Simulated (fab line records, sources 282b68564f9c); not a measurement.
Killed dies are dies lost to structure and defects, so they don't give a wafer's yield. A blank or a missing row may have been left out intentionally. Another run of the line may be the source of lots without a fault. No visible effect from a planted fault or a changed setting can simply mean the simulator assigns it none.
The tool behind it: which one? -- flow rit-cmos -- 21 wafers from 7 lots sampled at 2 of the route's 202 steps

WHAT THE GAUGES SHOWED, per wafer
RIT_PSD_TW_MEAS_10.
lot,measured,on,PSD_TW
L473,day 4 03:59,film-metro-02,3454 3460 3463
L475,day 4 10:34,film-metro-03,3447 3427 3452
L477,day 4 23:13,film-metro-04,3439 3441 3464
L482,day 6 12:02,film-metro-02,3552 3578 3552 3531 3553 3534
L485,day 6 22:47,film-metro-03,3545 3562 3569 3563 3547 3546
L488,day 7 11:16,film-metro-04,3422 3406 3408
L491,day 7 23:43,film-metro-02,3458 3462 3458

EACH LOT AND THE TOOL THAT RAN IT (in order: tool; ch and the chambers of the sampled wafers; start)
lot,RIT_PSD_IMPLANT_08
L473,"implanter-02 ch 0, day 4 03:39"
L475,"implanter-02 ch 0, day 4 10:17"
L477,"implanter-01 ch 0, day 4 22:53"
L482,"implanter-02 ch 0, day 6 11:34"
L485,"implanter-02 ch 0, day 6 22:28"
L488,"implanter-01 ch 0, day 7 10:56"
L491,"implanter-01 ch 0, day 7 23:23"
- RIT_PSD_IMPLANT_08

THE ANSWER, worked out from the rows above alone
Rule: the lots themselves supply what counts as usual. Put in order of their means at a reading, lots are off if they are a third of the lots or fewer, leave a main group of 4 or more, and stand apart from it by a gap of 3 or more times the standard deviation of the main group's means; of several such gaps the widest counts. If all means in a main group match to the digits the tables above print for the reading, that group is not used. A lot without any number at a reading at which 4 lots or more have one is off too. All remaining lots with rows at the step are treated as sound.
Off: L482, L485, seen at RIT_PSD_TW_MEAS_10 (PSD_TW). Mean 3444 and standard deviation 17 in the main group.
A tool fits if, at a process step before that reading, it ran every lot that is off, and no sound lot after the first of them. Those tools and the gauges at RIT_PSD_TW_MEAS_10 are tried in the same way. One fits: RIT_PSD_IMPLANT_08 on implanter-02. Its last sound lot is L475 (day 4 10:17), its first lot that is off L482 (day 6 11:34): a fault that began between those two fits.

WHAT HAD BEEN PUT IN BY THE SIMULATOR
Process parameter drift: implanter-02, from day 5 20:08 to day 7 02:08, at RIT_PSD_IMPLANT_08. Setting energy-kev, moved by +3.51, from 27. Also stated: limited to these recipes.
Shown lots that were struck: L482, L485. The rule above reached the same finding.
